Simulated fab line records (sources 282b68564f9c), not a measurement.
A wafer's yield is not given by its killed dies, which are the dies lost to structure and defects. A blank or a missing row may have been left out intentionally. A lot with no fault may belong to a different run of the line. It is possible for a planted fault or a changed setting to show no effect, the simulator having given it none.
Which tool did it? / flow ritCmos / 14 lots with 42 wafers sampled at 2 steps, on a route of 202 steps

## WHAT EACH GAUGE READ, for each wafer
Not one reading of a measure or inspect step in the record can be checked against a usual standard deviation.

## EACH LOT AND THE TOOL THAT RAN IT (in order: tool; ch and the chambers of the sampled wafers; start)
lot=L384; RIT_M1_METAL_ETCH_12=rieMetal-04 ch 0,1, day 3 11:25; RIT_M1_PROBE_99=prober-01, day 3 13:43
lot=L385; RIT_M1_METAL_ETCH_12=rieMetal-01 ch 0, day 3 19:00; RIT_M1_PROBE_99=prober-02, day 3 21:18
lot=L387; RIT_M1_METAL_ETCH_12=rieMetal-04 ch 0,1, day 4 01:43; RIT_M1_PROBE_99=prober-01, day 4 03:58
lot=L388; RIT_M1_METAL_ETCH_12=rieMetal-01 ch 0, day 4 15:13; RIT_M1_PROBE_99=prober-02, day 4 17:38
lot=L389; RIT_M1_METAL_ETCH_12=rieMetal-02 ch 0,1, day 4 20:18; RIT_M1_PROBE_99=prober-01, day 4 22:34
lot=L390; RIT_M1_METAL_ETCH_12=rieMetal-04 ch 0,1, day 4 20:58; RIT_M1_PROBE_99=prober-02, day 5 00:07
lot=L393; RIT_M1_METAL_ETCH_12=rieMetal-01 ch 0,1, day 5 18:52; RIT_M1_PROBE_99=prober-02, day 5 21:25
lot=L397; RIT_M1_METAL_ETCH_12=rieMetal-01 ch 0,1, day 6 05:45; RIT_M1_PROBE_99=prober-01, day 6 08:03
lot=L398; RIT_M1_METAL_ETCH_12=rieMetal-02 ch 0,1, day 6 09:28; RIT_M1_PROBE_99=prober-02, day 6 11:46
lot=L400; RIT_M1_METAL_ETCH_12=rieMetal-02 ch 0,1, day 6 20:00; RIT_M1_PROBE_99=prober-02, day 6 22:18
lot=L401; RIT_M1_METAL_ETCH_12=rieMetal-04 ch 0,1, day 7 02:21; RIT_M1_PROBE_99=prober-01, day 7 04:38
lot=L402; RIT_M1_METAL_ETCH_12=rieMetal-02 ch 0,1, day 7 07:05; RIT_M1_PROBE_99=prober-02, day 7 09:21
lot=L404; RIT_M1_METAL_ETCH_12=rieMetal-04 ch 0,1, day 7 18:34; RIT_M1_PROBE_99=prober-02, day 7 20:49
lot=L405; RIT_M1_METAL_ETCH_12=rieMetal-02 ch 0, day 8 04:02; RIT_M1_PROBE_99=prober-02, day 8 06:17
- RIT_M1_METAL_ETCH_12: etches Al in Cl2/BCl3, stops on SiO2, time 165 s, target depth 600 nm.
- RIT_M1_PROBE_99

## AS READ BY THE TOOLS THEMSELVES (means over the sampled wafers that have a number; for cases with no such wafer, the mark the record gives instead)
RIT_M1_METAL_ETCH_12. Usual: bcl3FlowSccm 49.98 sccm, standard deviation 0.14; chamberPressureMTorr 100.00 mTorr, standard deviation 0.09; drypumpMotorCurrentA 5.9 A, standard deviation 0.47; heBacksideLeakSccm 3.27 sccm, standard deviation 0.21; oesProductAu 0.774 a.u., standard deviation 0.011; throttleValvePct 8.24 %, standard deviation 0.14.
lot=L384; tool=rieMetal-04; bcl3FlowSccm (sccm)=49.91; chamberPressureMTorr (mTorr)=100.09; drypumpMotorCurrentA (A)=5.6; heBacksideLeakSccm (sccm)=3.26; oesProductAu (a.u.)=0.774; throttleValvePct (%)=8.08; flag=
lot=L385; tool=rieMetal-01; bcl3FlowSccm (sccm)=50.14; chamberPressureMTorr (mTorr)=100.03; drypumpMotorCurrentA (A)=5.9; heBacksideLeakSccm (sccm)=3.36; oesProductAu (a.u.)=0.781; throttleValvePct (%)=8.41; flag=
lot=L387; tool=rieMetal-04; bcl3FlowSccm (sccm)=49.93; chamberPressureMTorr (mTorr)=100.00; drypumpMotorCurrentA (A)=5.9; heBacksideLeakSccm (sccm)=3.34; oesProductAu (a.u.)=0.762; throttleValvePct (%)=8.12; flag=
lot=L388; tool=rieMetal-01; bcl3FlowSccm (sccm)=49.94; chamberPressureMTorr (mTorr)=99.94; drypumpMotorCurrentA (A)=5.9; heBacksideLeakSccm (sccm)=3.60; oesProductAu (a.u.)=0.778; throttleValvePct (%)=8.41; flag=
lot=L389; tool=rieMetal-02; bcl3FlowSccm (sccm)=49.98; chamberPressureMTorr (mTorr)=100.00; drypumpMotorCurrentA (A)=5.9; heBacksideLeakSccm (sccm)=3.10; oesProductAu (a.u.)=0.774; throttleValvePct (%)=8.23; flag=
lot=L390; tool=rieMetal-04; bcl3FlowSccm (sccm)=50.05; chamberPressureMTorr (mTorr)=99.91; drypumpMotorCurrentA (A)=6.0; heBacksideLeakSccm (sccm)=3.41; oesProductAu (a.u.)=0.759; throttleValvePct (%)=8.12; flag=
lot=L393; tool=rieMetal-01; bcl3FlowSccm (sccm)=50.01; chamberPressureMTorr (mTorr)=100.10; drypumpMotorCurrentA (A)=6.4; heBacksideLeakSccm (sccm)=3.41; oesProductAu (a.u.)=0.788; throttleValvePct (%)=8.34; flag=
lot=L397; tool=rieMetal-01; bcl3FlowSccm (sccm)=49.90; chamberPressureMTorr (mTorr)=99.98; drypumpMotorCurrentA (A)=6.2; heBacksideLeakSccm (sccm)=3.53; oesProductAu (a.u.)=0.760; throttleValvePct (%)=8.38; flag=
lot=L398; tool=rieMetal-02; bcl3FlowSccm (sccm)=50.12; chamberPressureMTorr (mTorr)=99.98; drypumpMotorCurrentA (A)=5.6; heBacksideLeakSccm (sccm)=3.02; oesProductAu (a.u.)=0.775; throttleValvePct (%)=8.31; flag=
lot=L400; tool=rieMetal-02; bcl3FlowSccm (sccm)=50.01; chamberPressureMTorr (mTorr)=99.91; drypumpMotorCurrentA (A)=5.9; heBacksideLeakSccm (sccm)=3.17; oesProductAu (a.u.)=0.776; throttleValvePct (%)=8.23; flag=
lot=L401; tool=rieMetal-04; bcl3FlowSccm (sccm)=49.98; chamberPressureMTorr (mTorr)=99.98; drypumpMotorCurrentA (A)=6.0; heBacksideLeakSccm (sccm)=3.36; oesProductAu (a.u.)=0.764; throttleValvePct (%)=8.12; flag=
lot=L402; tool=rieMetal-02; bcl3FlowSccm (sccm)=49.91; chamberPressureMTorr (mTorr)=99.98; drypumpMotorCurrentA (A)=5.9; heBacksideLeakSccm (sccm)=3.12; oesProductAu (a.u.)=0.775; throttleValvePct (%)=8.23; flag=
lot=L404; tool=rieMetal-04; bcl3FlowSccm (sccm)=50.07; chamberPressureMTorr (mTorr)=99.99; drypumpMotorCurrentA (A)=5.7; heBacksideLeakSccm (sccm)=3.30; oesProductAu (a.u.)=0.774; throttleValvePct (%)=8.09; flag=
lot=L405; tool=rieMetal-02; bcl3FlowSccm (sccm)=49.82; chamberPressureMTorr (mTorr)=100.05; drypumpMotorCurrentA (A)=5.3; heBacksideLeakSccm (sccm)=3.20; oesProductAu (a.u.)=0.773; throttleValvePct (%)=8.39; flag=

RIT_M1_PROBE_99. Usual: defectLimitedYield 97.5 %, standard deviation 1.2; killedAtContacts 0.1, standard deviation 0.32; killedAtFrontEnd 6, standard deviation 3.1; killedDies 7, standard deviation 3.2; killedOpen 3.1, standard deviation 1.9; killedShort 3.5, standard deviation 2.2; sort_bin_3_pad_short 0.2 %, standard deviation 0.24; sort_bin_5_function 1.5 %, standard deviation 0.86; sort_bin_6_memory 0.9 %, standard deviation 0.59; sortNPass 257, standard deviation 3.2; sortYieldPct 97.5 %, standard deviation 1.2.
lot=L384; tool=prober-01; defectLimitedYield (%)=97.1; killedAtContacts=0.0; killedAtFrontEnd=8; killedDies=8; killedOpen=3.3; killedShort=4.3; sort_bin_3_pad_short (%)=0.1; sort_bin_5_function (%)=1.3; sort_bin_6_memory (%)=1.5; sortNPass=256; sortYieldPct (%)=97.1; flag=
lot=L385; tool=prober-02; defectLimitedYield (%)=97.3; killedAtContacts=0.0; killedAtFrontEnd=7; killedDies=7; killedOpen=3.3; killedShort=3.7; sort_bin_3_pad_short (%)=0.3; sort_bin_5_function (%)=1.4; sort_bin_6_memory (%)=1.0; sortNPass=257; sortYieldPct (%)=97.3; flag=
lot=L387; tool=prober-01; defectLimitedYield (%)=98.6; killedAtContacts=0.3; killedAtFrontEnd=3; killedDies=4; killedOpen=2.0; killedShort=1.7; sort_bin_3_pad_short (%)=0.0; sort_bin_5_function (%)=1.1; sort_bin_6_memory (%)=0.3; sortNPass=260; sortYieldPct (%)=98.6; flag=
lot=L388; tool=prober-02; defectLimitedYield (%)=97.8; killedAtContacts=0.3; killedAtFrontEnd=5; killedDies=6; killedOpen=2.3; killedShort=3.3; sort_bin_3_pad_short (%)=0.3; sort_bin_5_function (%)=1.2; sort_bin_6_memory (%)=0.8; sortNPass=258; sortYieldPct (%)=97.8; flag=
lot=L389; tool=prober-01; defectLimitedYield (%)=98.1; killedAtContacts=0.0; killedAtFrontEnd=5; killedDies=5; killedOpen=3.0; killedShort=2.0; sort_bin_3_pad_short (%)=0.0; sort_bin_5_function (%)=1.2; sort_bin_6_memory (%)=0.8; sortNPass=259; sortYieldPct (%)=98.1; flag=
lot=L390; tool=prober-02; defectLimitedYield (%)=98.2; killedAtContacts=0.0; killedAtFrontEnd=5; killedDies=5; killedOpen=3.0; killedShort=1.7; sort_bin_3_pad_short (%)=0.0; sort_bin_5_function (%)=1.2; sort_bin_6_memory (%)=0.7; sortNPass=259; sortYieldPct (%)=98.2; flag=
lot=L393; tool=prober-02; defectLimitedYield (%)=97.7; killedAtContacts=0.3; killedAtFrontEnd=6; killedDies=6; killedOpen=3.3; killedShort=2.7; sort_bin_3_pad_short (%)=0.0; sort_bin_5_function (%)=1.5; sort_bin_6_memory (%)=0.8; sortNPass=258; sortYieldPct (%)=97.7; flag=
lot=L397; tool=prober-01; defectLimitedYield (%)=97.7; killedAtContacts=0.0; killedAtFrontEnd=6; killedDies=6; killedOpen=3.3; killedShort=2.7; sort_bin_3_pad_short (%)=0.3; sort_bin_5_function (%)=1.0; sort_bin_6_memory (%)=1.0; sortNPass=258; sortYieldPct (%)=97.7; flag=
lot=L398; tool=prober-02; defectLimitedYield (%)=98.1; killedAtContacts=0.0; killedAtFrontEnd=5; killedDies=5; killedOpen=1.3; killedShort=3.7; sort_bin_3_pad_short (%)=0.3; sort_bin_5_function (%)=0.8; sort_bin_6_memory (%)=0.9; sortNPass=259; sortYieldPct (%)=98.1; flag=
lot=L400; tool=prober-02; defectLimitedYield (%)=97.7; killedAtContacts=0.3; killedAtFrontEnd=6; killedDies=6; killedOpen=2.7; killedShort=3.3; sort_bin_3_pad_short (%)=0.0; sort_bin_5_function (%)=1.1; sort_bin_6_memory (%)=1.1; sortNPass=258; sortYieldPct (%)=97.7; flag=
lot=L401; tool=prober-01; defectLimitedYield (%)=96.8; killedAtContacts=0.0; killedAtFrontEnd=8; killedDies=8; killedOpen=2.7; killedShort=5.7; sort_bin_3_pad_short (%)=0.1; sort_bin_5_function (%)=1.9; sort_bin_6_memory (%)=1.1; sortNPass=256; sortYieldPct (%)=96.8; flag=
lot=L402; tool=prober-02; defectLimitedYield (%)=98.5; killedAtContacts=0.0; killedAtFrontEnd=4; killedDies=4; killedOpen=2.3; killedShort=1.7; sort_bin_3_pad_short (%)=0.0; sort_bin_5_function (%)=1.1; sort_bin_6_memory (%)=0.4; sortNPass=260; sortYieldPct (%)=98.5; flag=
lot=L404; tool=prober-02; defectLimitedYield (%)=96.2; killedAtContacts=0.3; killedAtFrontEnd=10; killedDies=10; killedOpen=4.7; killedShort=5.3; sort_bin_3_pad_short (%)=0.4; sort_bin_5_function (%)=1.6; sort_bin_6_memory (%)=1.8; sortNPass=254; sortYieldPct (%)=96.2; flag=
lot=L405; tool=prober-02; defectLimitedYield (%)=97.1; killedAtContacts=0.0; killedAtFrontEnd=8; killedDies=8; killedOpen=3.0; killedShort=4.7; sort_bin_3_pad_short (%)=0.4; sort_bin_5_function (%)=1.5; sort_bin_6_memory (%)=1.0; sortNPass=256; sortYieldPct (%)=97.1; flag=

## THE ANSWER, worked out from the rows above alone
Rule: take the mean of a lot's wafers that have a number; if it is more than 3 standard deviations from the usual mean, the lot is off. A lot without any number at a reading at which 4 lots or more have one is off too. Where the step has rows for the other lots, those lots are counted as sound. Order of review: gauges by route order, followed by the tools' own readings, for which a lot's mean as printed above is used. The first step at which some lot is off is used, and at that step the reading that is off furthest; a lot without a number counts as furthest.
Nothing can be told from this: no lot is off at any reading shown.

## WHAT WAS PUT IN BY THE SIMULATOR
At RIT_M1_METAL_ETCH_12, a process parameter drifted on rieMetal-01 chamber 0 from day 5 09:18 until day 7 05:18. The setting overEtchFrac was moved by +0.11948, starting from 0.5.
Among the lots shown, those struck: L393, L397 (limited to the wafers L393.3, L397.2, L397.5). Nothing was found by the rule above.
